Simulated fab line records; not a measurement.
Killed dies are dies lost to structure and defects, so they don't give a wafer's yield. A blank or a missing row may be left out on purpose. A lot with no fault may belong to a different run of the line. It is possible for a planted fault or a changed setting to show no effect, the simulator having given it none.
The tool behind it: which one? -- flow berkeleyCmos170 -- 14 lots with 42 wafers sampled at 5 steps, on a route of 331 steps

== WHAT EACH GAUGE READ, for each wafer ==
UCB170_WELLDRIVE_THK_MEAS_02. Usual: for WELLDRIVE_OXIDE_THK the level is 199 nm and the standard deviation is 4.
lot,measured,on,WELLDRIVE_OXIDE_THK (nm),flag
L202,day 3 13:26,filmMetro-02,208 211 208,
L204,day 3 17:28,filmMetro-04,199 200 198,
L203,day 3 17:28,filmMetro-03,204 204 206,
L205,day 3 22:09,filmMetro-04,199 198 200,
L206,day 4 04:20,filmMetro-04,190 192 195,
L207,day 4 04:20,filmMetro-03,195 193 195,
L208,day 4 15:09,filmMetro-04,205 204 205,
L209,day 5 02:08,filmMetro-02,196 194 190,
L210,day 5 02:09,filmMetro-03,203 199 198,
L211,day 5 08:05,filmMetro-02,198 200 197,
L212,day 5 08:05,filmMetro-04,200 198 200,
L213,day 5 13:58,filmMetro-04,199 201 201,
L214,day 5 13:59,filmMetro-02,201 200 201,
L215,day 5 23:22,filmMetro-04,200 198 201,

UCB170_PFIELD_TW_MEAS_09. Usual: for PFIELD_TW the level is 603.9 and the standard deviation is 2.6.
lot,measured,on,PFIELD_TW,flag
L202,day 4 08:18,filmMetro-01,605.0 605.9 606.4,
L204,day 4 11:56,filmMetro-04,598.9 600.1 600.9,
L203,day 4 10:49,filmMetro-04,602.7 599.4 603.6,
L205,day 4 14:31,filmMetro-04,599.0 600.5 599.6,
L206,day 4 17:01,filmMetro-03,605.5 605.0 602.9,
L207,day 4 16:45,filmMetro-01,607.8 603.8 604.0,
L208,day 5 06:13,filmMetro-03,602.6 601.0 602.6,
L209,day 5 21:36,filmMetro-03,600.4 602.0 602.9,
L210,day 5 21:24,filmMetro-01,608.0 604.0 603.9,
L211,day 6 04:54,filmMetro-01,605.8 600.0 603.5,
L212,day 6 04:59,filmMetro-03,606.9 608.3 607.7,
L213,day 6 06:20,filmMetro-01,603.3 608.1 607.2,
L214,day 6 06:01,filmMetro-03,604.4 606.6 605.5,
L215,day 6 17:53,filmMetro-01,605.0 603.3 603.0,

UCB170_PVT_TW_MEAS_09. Usual: for PVT_TW the level is 509.2 and the standard deviation is 2.5.
lot,measured,on,PVT_TW,flag
L202,day 5 11:53,filmMetro-02,511.1 516.1 511.9,
L204,day 5 15:20,filmMetro-01,508.9 506.0 508.0,
L203,day 5 15:50,filmMetro-02,514.2 510.1 509.7,
L205,day 5 22:31,filmMetro-02,515.9 511.2 514.7,
L206,day 5 22:41,filmMetro-04,507.5 508.3 507.2,
L207,day 5 22:58,filmMetro-04,509.5 507.5 508.2,
L208,day 6 15:29,filmMetro-04,509.9 509.4 508.5,
L209,day 7 02:15,filmMetro-01,508.2 508.7 510.0,
L210,day 7 02:24,filmMetro-04,510.7 508.6 509.3,
L211,day 7 11:23,filmMetro-02,510.9 508.1 505.5,
L212,day 7 11:59,filmMetro-02,258.2 259.5 260.0 261.2 261.6 258.7,OFF
L213,day 7 12:05,filmMetro-02,261.0 260.9 260.7 259.6 260.1 260.5,OFF
L214,day 7 11:44,filmMetro-02,259.9 259.3 260.9 260.0 259.2 261.1,OFF
L215,day 8 00:24,filmMetro-04,259.9 258.4 257.1 257.6 258.0 258.5,OFF

== TOOL THAT RAN EACH LOT (tool first, then ch and the chambers of the sampled wafers, then the start) ==
lot,UCB170_PVT_IMPLANT_07,UCB170_PVT_STRIP_08
L202,"implanter-04 ch 0, day 5 11:38","plasmaAsher-03 ch 0,1, day 5 11:47"
L204,"implanter-04 ch 0, day 5 15:06","plasmaAsher-03 ch 0,1, day 5 15:14"
L203,"implanter-02 ch 0, day 5 15:37","plasmaAsher-03 ch 0,1, day 5 15:46"
L205,"implanter-02 ch 0, day 5 22:17","plasmaAsher-03 ch 0,1, day 5 22:25"
L206,"implanter-04 ch 0, day 5 22:26","plasmaAsher-02 ch 0,1, day 5 22:34"
L207,"implanter-01 ch 0, day 5 22:44","plasmaAsher-03 ch 0,1, day 5 22:52"
L208,"implanter-01 ch 0, day 6 15:14","plasmaAsher-04 ch 0,1, day 6 15:22"
L209,"implanter-01 ch 0, day 7 01:55","plasmaAsher-04 ch 0,1, day 7 02:04"
L210,"implanter-04 ch 0, day 7 02:10","plasmaAsher-02 ch 0, day 7 02:17"
L211,"implanter-01 ch 0, day 7 11:08","plasmaAsher-03 ch 0,1, day 7 11:16"
L212,"implanter-02 ch 0, day 7 11:46","plasmaAsher-02 ch 0,1, day 7 11:53"
L213,"implanter-01 ch 0, day 7 11:50","plasmaAsher-04 ch 0,1, day 7 11:59"
L214,"implanter-04 ch 0, day 7 11:31","plasmaAsher-02 ch 0,1, day 7 11:38"
L215,"implanter-02 ch 0, day 8 00:09","plasmaAsher-02 ch 0,1, day 8 00:18"
- UCB170_PVT_IMPLANT_07
- UCB170_PVT_STRIP_08: strips in O2.

== AS READ BY THE TOOLS THEMSELVES (means over the sampled wafers that have a number; for cases with no such wafer, the mark the record gives instead) ==
UCB170_PVT_IMPLANT_07. Usual: endStationPressureTorr reads 5.04e-06 Torr (standard deviation 2.6e-07).
lot,tool,endStationPressureTorr (Torr),flag
L202,implanter-04,5.21e-06,
L204,implanter-04,5.04e-06,
L203,implanter-02,5.24e-06,
L205,implanter-02,4.83e-06,
L206,implanter-04,5.35e-06,
L207,implanter-01,4.87e-06,
L208,implanter-01,5.12e-06,
L209,implanter-01,4.86e-06,
L210,implanter-04,5.07e-06,
L211,implanter-01,4.97e-06,
L212,implanter-02,5.01e-06,
L213,implanter-01,5.14e-06,
L214,implanter-04,4.96e-06,
L215,implanter-02,5.00e-06,

UCB170_PVT_STRIP_08. Usual: drypumpMotorCurrentA 5.5 A, standard deviation 0.46; oesProductAu 0.734 a.u., standard deviation 0.0042; stripTimeToEndpointS 21.63 s, standard deviation 0.056.
lot,tool,drypumpMotorCurrentA (A),oesProductAu (a.u.),stripTimeToEndpointS (s),flag
L202,plasmaAsher-03,5.6,0.736,21.62,
L204,plasmaAsher-03,5.7,0.731,21.65,
L203,plasmaAsher-03,5.6,0.736,21.68,
L205,plasmaAsher-03,5.7,0.732,21.61,
L206,plasmaAsher-02,5.5,0.736,21.59,
L207,plasmaAsher-03,5.6,0.738,21.65,
L208,plasmaAsher-04,5.7,0.736,21.72,
L209,plasmaAsher-04,5.6,0.734,21.56,
L210,plasmaAsher-02,5.9,0.734,21.60,
L211,plasmaAsher-03,5.6,0.738,21.55,
L212,plasmaAsher-02,5.0,0.736,21.58,
L213,plasmaAsher-04,5.6,0.732,21.77,
L214,plasmaAsher-02,5.0,0.733,21.64,
L215,plasmaAsher-02,5.5,0.739,21.65,

== THE ANSWER, worked out from the rows above alone ==
Rule: take the mean of a lot's wafers that have a number; if it is more than 3 standard deviations from the usual mean, the lot is off. A lot without any number at a reading at which 4 lots or more have one is off too. Any other lot the step has rows for is counted as sound. After the gauges, taken in route order, come the tools' own readings; for these a lot's mean is taken, as printed above. At the first step where some lot is off, the reading lying furthest off is the one used; lots without a number count as furthest.
Off: L212, L213, L214, L215, seen at UCB170_PVT_TW_MEAS_09 (PVT_TW).
A tool fits if, at a process step before that reading, it ran every lot that is off, and no sound lot after the first of them. Gauges at UCB170_PVT_TW_MEAS_09: tried the same way as those tools. No candidate that was tried fits.

== WHAT WAS PUT IN BY THE SIMULATOR ==
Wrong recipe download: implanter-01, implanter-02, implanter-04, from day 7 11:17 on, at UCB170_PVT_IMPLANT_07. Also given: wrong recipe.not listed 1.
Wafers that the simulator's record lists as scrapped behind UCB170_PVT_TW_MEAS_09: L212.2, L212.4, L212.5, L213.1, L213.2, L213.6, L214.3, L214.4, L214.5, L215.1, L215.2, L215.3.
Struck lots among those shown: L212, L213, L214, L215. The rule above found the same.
